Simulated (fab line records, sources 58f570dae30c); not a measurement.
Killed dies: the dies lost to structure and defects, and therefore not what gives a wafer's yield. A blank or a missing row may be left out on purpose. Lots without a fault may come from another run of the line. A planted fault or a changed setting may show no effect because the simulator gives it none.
A struck lot beside a sound one | flow berkeleyCmos170 | 14 steps out of a route of 331
Sound: wafers L205.3, L205.5, L205.6. Wafers struck: L225.3, L225.5, L225.6. At the end, the cause is stated.
For every step that has rows: the tool of each side, followed by ch and its chambers, followed by its first start. Under that, the readings that differ: sound wafers | struck wafers | difference of the means | sigmas: that difference in standard deviations of wafers without a fault.
alike: readings whose means differ by less than 2 such deviations, and words and numbers that are the same on both sides. not compared: withheld readings, readings that some wafer has no value for, bounds like >300 that may hide the same value, and numbers for which the record gives no deviation and whose values overlap.
Wherever a step has rows on one side only, a row that says differs or no value, or a row with sigmas, the two part there. When numbers do not overlap yet have no deviation, they are printed without sigmas and do not part them. Lack of a reading on every wafer of one side parts them only where that side has two or more wafers.

UCB170_PFIELD_TW_MEAS_09:
  struck on filmMetro-04, day 8 13:47; sound on filmMetro-04, day 4 13:46
  alike: PFIELD_TW
then, 2 steps without rows for these wafers: UCB170_FIELD_CLEAN_00 (cleans in dHF, time 7.5 s); UCB170_FIELD_OXIDATION_01 (target thk 558.3 nm, ox time 7200 s).
UCB170_FIELD_THK_MEAS_02:
  struck on filmMetro-04, day 8 21:42; sound on filmMetro-03, day 4 20:08
reading              | sound       | struck      | difference | sigmas
FIELD_OXIDE_THK (nm) | 555 558 560 | 583 584 587 | +27        | +3
then, 4 steps without rows for these wafers: UCB170_FIELD_ANNEAL_03 (time 1200 s); UCB170_FIELD_WET_ETCH_04 (etches SiO2 in dHF, time 60 s); UCB170_FIELD_WET_ETCH_05 (etches Si3N4 in H3PO4, time 12600 s); UCB170_FIELD_WET_ETCH_06 (etches SiO2 in BOE, time 22 s).
UCB170_FIELD_THK_MEAS_90:
  struck on filmMetro-01, day 9 05:52; sound on filmMetro-04, day 5 01:43
reading                     | sound       | struck      | difference | sigmas
FIELD_OXIDE_LEFT_1_THK (nm) | 437 440 442 | 466 468 470 | +28        | +3
then, 2 steps without rows for these wafers: UCB170_SACOX_CLEAN_00 (cleans in dHF, time 7.5 s); UCB170_SACOX_OXIDATION_01 (target thk 14.4 nm, ox time 2400 s).
UCB170_SACOX_THK_MEAS_02:
  struck on filmMetro-03, day 9 09:09; sound on filmMetro-04, day 5 06:33
reading              | sound          | struck         | difference | sigmas
SACOX_OXIDE_THK (nm) | 14.5 14.9 14.8 | 13.9 13.8 14.0 | -0.8       | -3
UCB170_SCREENOX_WET_ETCH_00: etches SiO2 in dHF, time 200 s.
  sound on wetBench-04 ch 2, day 5 06:35; struck on wetBench-01 ch 2, day 9 09:11
  no value came back on the struck wafers for bathHeatDutyPct (%), runLengthS (s); on the sound wafers bathHeatDutyPct (%) reads 6.5 6.4 6.4
reading                                     | sound | struck            | difference | sigmas
model.SiO2_of_SACOX_OXIDATION_01.thkNm (nm) | 0 0 0 | 13.86 13.81 13.99 | +13.89     | 
then, 1 step without rows for these wafers: UCB170_SCREENOX_OXIDATION_01 (target thk 14.4 nm, ox time 2400 s).

## WHERE THEY PART
Earliest at UCB170_FIELD_THK_MEAS_02; latest, in this record, at UCB170_SCREENOX_WET_ETCH_00.

WHY: the cause the simulator had injected
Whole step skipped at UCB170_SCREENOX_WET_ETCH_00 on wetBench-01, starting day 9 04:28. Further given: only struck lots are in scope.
